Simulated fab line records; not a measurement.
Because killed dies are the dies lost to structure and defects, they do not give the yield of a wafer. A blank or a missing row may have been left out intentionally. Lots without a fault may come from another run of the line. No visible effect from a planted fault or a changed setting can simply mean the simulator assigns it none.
A lot that was struck, set against a sound lot    flow rit-cmos    15 out of 202 route steps
Sound: wafers L875.1, L875.2, L875.3. Wafers L870.1, L870.2, L870.3 were the ones struck. At the end, the cause is stated.
Each step with rows lists, per side, the tool, then ch with its chambers, then its first start. Under that, the readings that differ: sound wafers    struck wafers    difference of the means    sigmas: that difference in standard deviations of wafers without a fault.
alike: same words and numbers on both sides, and readings whose means sit less than 2 such deviations apart. not compared: any withheld reading, any reading some wafer has no value for, any bound like >300 that may hide the same value, and any number with overlapping values for which the record gives no deviation.
Wherever a step has rows on one side only, a row that says differs or no value, or a row with sigmas, the two part there. Non-overlapping numbers with no deviation appear without sigmas and do not part them. Lack of a reading on every wafer of one side parts them only where that side has two or more wafers.

first, 3 steps without rows for these wafers: RIT_REOX_CLEAN_01 (cleans in dHF, time 30 s); RIT_REOX_CLEAN_02 (cleans in SC2, time 600 s); RIT_REOX_OXIDATION_03 (target thk 25.2 nm, ox time 5580 s).
RIT_REOX_THK_MEAS_04:
  sound on film-metro-04 at day 7 11:23; struck on film-metro-04 at day 6 16:17
  alike: REOX_OXIDE_THK
then, 6 steps without rows for these wafers: RIT_NLDD_HMDS_00 (prime time 60 s); RIT_NLDD_COAT_01 (resist thk 1000 nm); RIT_NLDD_SOFTBAKE_02 (time 60 s); RIT_NLDD_EXPOSE_03 (exposes mask M7, target cd 40700 nm); RIT_NLDD_PEB_04; RIT_NLDD_DEVELOP_05 (develop time 50 s).
RIT_NLDD_OVL_MEAS_06:
  sound on overlay-01 at day 7 12:40; struck on overlay-01 at day 6 17:19
  alike: NLDD_OVL
then, 1 step without rows for these wafers: RIT_NLDD_HARDBAKE_07 (time 60 s).
RIT_NLDD_IMPLANT_08:
  sound on implanter-01 ch 0, day 7 12:53; struck on implanter-03 ch 0, day 6 17:31
reading                    sound                 struck                difference  sigmas
beam-energy-keV            20.006 19.995 20.003  20.193 20.195 20.201  +0.195      +31
model.implant.drp-nm (nm)  12.97 12.97 12.97     13.04 13.04 13.04     +0.07       
  alike: tilt-deg
RIT_NLDD_STRIP_09: strips in O2, time 180 s.
  sound on plasma-asher-02 ch 0,1, day 7 13:02; struck on plasma-asher-01 ch 0,1, day 6 17:40
  alike: drypump-motor-current-A
  not compared: rf-hours-counter-h
RIT_M1_PROBE_99:
  sound on prober-02 at day 8 06:07; struck on prober-01 at day 7 08:49
  alike: killed-at-front-end, killed-dies, killed-open, killed-short

## WHERE THEY PART
Only at RIT_NLDD_IMPLANT_08, within this record. Later steps at which nothing parts them and some readings are alike: RIT_NLDD_STRIP_09, RIT_M1_PROBE_99.

WHY: what had been put in by the simulator
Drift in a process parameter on implanter-03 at RIT_NLDD_IMPLANT_08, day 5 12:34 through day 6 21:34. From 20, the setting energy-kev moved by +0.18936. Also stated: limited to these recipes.
